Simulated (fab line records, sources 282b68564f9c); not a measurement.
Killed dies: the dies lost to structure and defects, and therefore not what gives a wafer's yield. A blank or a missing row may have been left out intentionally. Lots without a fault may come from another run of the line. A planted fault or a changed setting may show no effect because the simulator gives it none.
Struck lot and sound lot, side by side -- flow ritCmos -- 43 out of 202 route steps
Sound: these wafers, L495.2, L495.5, L495.6. Wafers L505.2, L505.4, L505.5 were the ones struck. The cause is named last.
Per side, at each step with rows, come the tool, then ch with its chambers, and then its first start. Under that, the readings that differ: sound wafers -- struck wafers -- difference of the means -- sigmas: that difference in standard deviations of wafers without a fault.
alike: same words and numbers on both sides, and readings whose means sit less than 2 such deviations apart. not compared: any withheld reading, any reading some wafer has no value for, any bound like >300 that may hide the same value, and any number with overlapping values for which the record gives no deviation.
Wherever a step has rows on one side only, a row that says differs or no value, or a row with sigmas, the two part there. Numbers that have no deviation but don't overlap get no sigmas and don't part them. A reading that every wafer of one side lacks parts them only if that side has two wafers or more.

first, 2 steps without rows for these wafers: RIT_NLDD_HARDBAKE_07 (time 60 s); RIT_NLDD_IMPLANT_08.
RIT_NLDD_STRIP_09: strips in O2, time 180 s.
  sound on plasmaAsher-03 ch 0,1, day 2 23:53; struck on plasmaAsher-03 ch 0,1, day 5 03:57
  alike: drypumpMotorCurrentA
  not compared: rfHoursCounterH
RIT_NLDD_TW_MEAS_10:
  sound on filmMetro-04 at day 3 00:05; struck on filmMetro-01 at day 5 04:08
  alike: NLDD_TW
then, 6 steps without rows for these wafers: RIT_PLDD_HMDS_00 (prime time 60 s); RIT_PLDD_COAT_01 (resist thk 1000 nm); RIT_PLDD_SOFTBAKE_02 (time 60 s); RIT_PLDD_EXPOSE_03 (exposes mask M8, target cd 40900 nm); RIT_PLDD_PEB_04; RIT_PLDD_DEVELOP_05 (develop time 50 s).
RIT_PLDD_OVL_MEAS_06:
  sound on overlay-01 at day 3 01:07; struck on overlay-01 at day 5 05:09
  alike: PLDD_OVL
then, 1 step without rows for these wafers: RIT_PLDD_HARDBAKE_07 (time 60 s).
RIT_PLDD_IMPLANT_08:
  sound on implanter-02 ch 0, day 3 01:19; struck on implanter-02 ch 0, day 5 05:22
reading,sound,struck,difference,sigmas
doseIonsCm2,8.994e+14 9.004e+14 8.988e+14,1.796e+14 1.795e+14 1.809e+14,-7.195e+14,-99 or more
endStationPressureTorr (Torr),7.1e-06 7.1e-06 6.9e-06,5.3e-06 5.5e-06 5.7e-06,-1.5e-06,-4
faradayCurrentUA,2824 2908 2801,583 577 561,-2271,-44
RIT_PLDD_STRIP_09: strips in O2, time 180 s.
  sound on plasmaAsher-04 ch 0,1, day 3 01:26; struck on plasmaAsher-02 ch 0, day 5 05:29
  alike: drypumpMotorCurrentA
  not compared: rfHoursCounterH
RIT_PLDD_TW_MEAS_10:
  sound on filmMetro-04 at day 3 01:37; struck on filmMetro-04 at day 5 05:54
reading,sound,struck,difference,sigmas
PLDD_TW,2322 2339 2335,1463 1465 1462,-869,-38
  not compared: hold
then, 3 steps without rows for these wafers: RIT_SPACER_CLEAN_01 (cleans in dHF, time 30 s); RIT_SPACER_CLEAN_02 (cleans in SC2, time 600 s); RIT_SPACER_CVD_03 (deposits Si3N4 from SiH2Cl2/NH3, target thk 250 nm, time 3300 s).
RIT_SPACER_THK_MEAS_04:
  sound on filmMetro-03 at day 3 03:59; struck on filmMetro-02 at day 5 09:56
reading,sound,struck,difference,sigmas
SPACER_NITRIDE_THK (nm),248.7 248.8 247.6,251.6 255.6 253.7,+5.3,+2
RIT_SPACER_ETCHBACK_05: etches Si3N4 in SF6/CHF3, stops on SiO2, target depth 250 nm, time 240 s.
  sound on rieDiel-02 ch 0,1,3, day 3 04:02; struck on rieDiel-02 ch 0,2,3, day 5 09:59
  alike: drypumpMotorCurrentA, oesProductAu, throttleValvePct
  not compared: rfHoursCounterH
then, 6 steps without rows for these wafers: RIT_NSD_HMDS_00 (prime time 60 s); RIT_NSD_COAT_01 (resist thk 1000 nm); RIT_NSD_SOFTBAKE_02 (time 60 s); RIT_NSD_EXPOSE_03 (exposes mask M9, target cd 40700 nm); RIT_NSD_PEB_04; RIT_NSD_DEVELOP_05 (develop time 50 s).
RIT_NSD_OVL_MEAS_06:
  sound on overlay-01 at day 3 05:10; struck on overlay-01 at day 5 11:10
  alike: NSD_OVL
then, 2 steps without rows for these wafers: RIT_NSD_HARDBAKE_07 (time 60 s); RIT_NSD_IMPLANT_08.
RIT_NSD_STRIP_09: strips in O2, time 180 s.
  sound on plasmaAsher-03 ch 0,1, day 3 05:29; struck on plasmaAsher-01 ch 0,1, day 5 11:51
  alike: drypumpMotorCurrentA
  not compared: rfHoursCounterH
RIT_NSD_TW_MEAS_10:
  sound on filmMetro-03 at day 3 05:41; struck on filmMetro-01 at day 5 12:06
  alike: NSD_TW
then, 6 steps without rows for these wafers: RIT_PSD_HMDS_00 (prime time 60 s); RIT_PSD_COAT_01 (resist thk 1000 nm); RIT_PSD_SOFTBAKE_02 (time 60 s); RIT_PSD_EXPOSE_03 (exposes mask M10, target cd 40900 nm); RIT_PSD_PEB_04; RIT_PSD_DEVELOP_05 (develop time 50 s).
RIT_PSD_OVL_MEAS_06:
  sound on overlay-01 at day 3 06:35; struck on overlay-02 at day 5 13:16
reading,sound,struck,difference,sigmas
PSD_OVL (nm),2.8 3.7 3.8,-1.6 -0.6 -0.4,-4.3,-3
then, 2 steps without rows for these wafers: RIT_PSD_HARDBAKE_07 (time 60 s); RIT_PSD_IMPLANT_08.
RIT_PSD_STRIP_09: strips in O2, time 180 s.
  sound on plasmaAsher-03 ch 0,1, day 3 06:55; struck on plasmaAsher-04 ch 0,1, day 5 19:54
  alike: drypumpMotorCurrentA
  not compared: rfHoursCounterH
RIT_SDANNEAL_RS_MEAS_06: the measuring method here is four-point-probe.
  sound on filmMetro-04 at day 3 07:50; struck on filmMetro-04 at day 5 21:08
reading,sound,struck,difference,sigmas
PLDD_RS (ohm/sq),179.2 179.0 178.9,601.5 609.8 602.4,+425.5,+99 or more
  not compared: hold
after that, 1 step had no rows for these wafers: RIT_M1_PROBE_99.

## WHERE THEY PART
First at RIT_PLDD_IMPLANT_08; last, within this record, at RIT_SDANNEAL_RS_MEAS_06.

WHY: what had been put in by the simulator
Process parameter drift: implanter-02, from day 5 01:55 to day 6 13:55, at RIT_PLDD_IMPLANT_08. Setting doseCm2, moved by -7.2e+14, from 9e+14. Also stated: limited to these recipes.
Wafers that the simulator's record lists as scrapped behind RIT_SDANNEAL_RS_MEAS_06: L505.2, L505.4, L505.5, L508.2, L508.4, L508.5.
